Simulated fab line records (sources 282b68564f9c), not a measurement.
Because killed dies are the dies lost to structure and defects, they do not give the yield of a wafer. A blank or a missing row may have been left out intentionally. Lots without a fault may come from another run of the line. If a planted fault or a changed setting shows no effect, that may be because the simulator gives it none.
Comparing a struck lot with a sound one / flow rit_cmos / 27 out of 202 route steps
Sound: wafers L911.1, L911.5, L911.6. Struck: wafer L925.1. At the end, the cause is stated.
Order at every step that has rows: each side's tool, ch and its chambers, its first start. Under that, the readings that differ: sound wafers / struck wafers / difference of the means / sigmas: that difference in standard deviations of wafers without a fault.
alike: readings with means less than 2 such deviations apart, plus words and numbers identical on both sides. not compared: withheld readings, readings lacking a value on some wafer, bounds such as >300 that could conceal the same value, and numbers that have no deviation in the record and whose values overlap.
The two part at a step that has a row with sigmas, a row that says differs or no value, or rows on one side only. Numbers that have no deviation but don't overlap get no sigmas and don't part them. Lack of a reading on every wafer of one side parts them only where that side has two or more wafers.

first, 4 steps without rows for these wafers: RIT_CONTACT_SOFTBAKE_04 (time 60 s); RIT_CONTACT_EXPOSE_05 (exposes mask M11, target cd 1000 nm); RIT_CONTACT_PEB_06; RIT_CONTACT_DEVELOP_07 (develop time 120 s).
RIT_CONTACT_CD_MEAS_08: target cd 1000 nm.
  struck on cd_sem-01, day 6 10:54; sound on cd_sem-02, day 3 13:04
  alike: cd_nm
RIT_CONTACT_OVL_MEAS_09:
  struck on overlay-02, day 6 11:01; sound on overlay-02, day 3 13:11
reading=CONTACT_OVL (nm); sound=-2.6 -1.2 -4.5; struck=3.7; difference=+6.5; sigmas=+3
then, 1 step without rows for these wafers: RIT_CONTACT_HARDBAKE_10 (time 60 s).
RIT_CONTACT_ETCH_11: etches SiO2 in CHF3/CF4/Ar, stops on TiSi2, target depth 480 nm, time 320 s.
  sound on rie_diel-01 ch 0,1,3, day 3 13:22; struck on rie_diel-04 ch 0, day 6 11:13
reading=throttle_valve_pct (%); sound=9.10 8.89 8.85; struck=8.61; difference=-0.34; sigmas=-2
  alike: drypump_motor_current_A, oes_product_au
  not compared: rf_hours_counter_h
RIT_CONTACT_STRIP_12: strips in O2, time 180 s.
  sound on plasma_asher-04 ch 0,1, day 3 13:34; struck on plasma_asher-04 ch 0, day 6 11:24
  alike: drypump_motor_current_A
  not compared: rf_hours_counter_h
RIT_CONTACT_CD_MEAS_90: target cd 1000 nm.
  struck on cd_sem-01, day 6 11:35; sound on cd_sem-01, day 3 13:44
  alike: cd_nm
then, 2 steps without rows for these wafers: RIT_CONTACT_CLEAN_13 (cleans in SC1, time 600 s); RIT_CONTACT_CLEAN_14 (cleans in SC2, time 600 s).
RIT_M1_SPUTTER_00: material Al, target thk 400 nm, time 500 s.
  struck on pvd_sputter-02, day 6 12:03; sound on pvd_sputter-02, day 3 14:13
reading=model.Al_of_M1_SPUTTER_00.thk_nm (nm); sound=408.1 394.3 404.7; struck=318.1; difference=-84.3; sigmas=
  alike: throttle_valve_pct
RIT_M1_RS_MEAS_01: measurement is done with a four-point probe.
  struck on film_metro-01, day 6 12:20; sound on film_metro-03, day 3 14:31
reading=M1_AL_RS (ohm/sq); sound=0.0718 0.0744 0.0724; struck=0.0927; difference=+0.0198; sigmas=+18
RIT_M1_THK_MEAS_02: measures by xrf.
  struck on film_metro-01, day 6 12:28; sound on film_metro-03, day 3 14:38
reading=M1_AL_THK (nm); sound=412 398 409; struck=323; difference=-83; sigmas=-13
then, 6 steps without rows for these wafers: RIT_M1_HMDS_03 (prime time 60 s); RIT_M1_COAT_04 (resist thk 1300 nm); RIT_M1_SOFTBAKE_05 (time 60 s); RIT_M1_EXPOSE_06 (exposes mask M12, target cd 2600 nm); RIT_M1_PEB_07; RIT_M1_DEVELOP_08 (develop time 65.5 s).
RIT_M1_CD_MEAS_09: target cd 2600 nm.
  struck on cd_sem-01, day 6 13:24; sound on cd_sem-01, day 3 15:34
  alike: cd_nm
RIT_M1_OVL_MEAS_10:
  struck on overlay-01, day 6 13:31; sound on overlay-01, day 3 15:41
  alike: M1_OVL
then, 1 step without rows for these wafers: RIT_M1_HARDBAKE_11 (time 120 s).
RIT_M1_METAL_ETCH_12: etches Al in Cl2/BCl3, stops on SiO2, time 165 s, target depth 600 nm.
  sound on rie_metal-02 ch 0,1, day 3 15:58; struck on rie_metal-04 ch 1, day 6 13:49
reading=oes_product_au (a.u.); sound=0.750 0.751 0.792; struck=0.676; difference=-0.088; sigmas=-6
  alike: drypump_motor_current_A, throttle_valve_pct
  not compared: rf_hours_counter_h
then, 1 step without rows for these wafers: RIT_M1_STRIP_13 (strips in nmp, time 600 s).
RIT_M1_PROBE_99:
  struck on prober-02, day 6 16:04; sound on prober-02, day 3 18:36
reading=model.etest.npoly_sal.rs_ohm_sq; sound=4.459 4.47 4.488; struck=15.59; difference=+11.12; sigmas=
reading=model.etest.pplus_sal.rs_ohm_sq; sound=4.404 4.422 4.488; struck=15.09; difference=+10.65; sigmas=
reading=model.etest.ppoly_sal.rs_ohm_sq; sound=4.426 4.423 4.444; struck=15.09; difference=+10.66; sigmas=
reading=model.etest.nplus_sal.rs_ohm_sq; sound=4.406 4.392 4.482; struck=14.88; difference=+10.45; sigmas=
reading=model.etest.pplus_sal.line_ohm_um; sound=1.283 1.273 1.309; struck=4.32; difference=+3.03; sigmas=
reading=model.etest.nplus_sal.line_ohm_um; sound=1.276 1.269 1.306; struck=4.329; difference=+3.045; sigmas=
reading=model.etest.contact_pplus.rc_ohm; sound=1.412 1.411 1.432; struck=4.325; difference=+2.907; sigmas=
reading=model.etest.contact_npoly.rc_ohm; sound=1.394 1.395 1.452; struck=4.469; difference=+3.055; sigmas=
  alike: killed_at_M0_to_M3, killed_at_contacts, killed_at_front_end, killed_dies, killed_open, killed_short

WHERE THEY PART
Last at RIT_M1_METAL_ETCH_12 as far as this record goes, first at RIT_CONTACT_OVL_MEAS_09. Later steps at which nothing parts them and some readings are alike: RIT_M1_PROBE_99.

WHY: what had been put in by the simulator
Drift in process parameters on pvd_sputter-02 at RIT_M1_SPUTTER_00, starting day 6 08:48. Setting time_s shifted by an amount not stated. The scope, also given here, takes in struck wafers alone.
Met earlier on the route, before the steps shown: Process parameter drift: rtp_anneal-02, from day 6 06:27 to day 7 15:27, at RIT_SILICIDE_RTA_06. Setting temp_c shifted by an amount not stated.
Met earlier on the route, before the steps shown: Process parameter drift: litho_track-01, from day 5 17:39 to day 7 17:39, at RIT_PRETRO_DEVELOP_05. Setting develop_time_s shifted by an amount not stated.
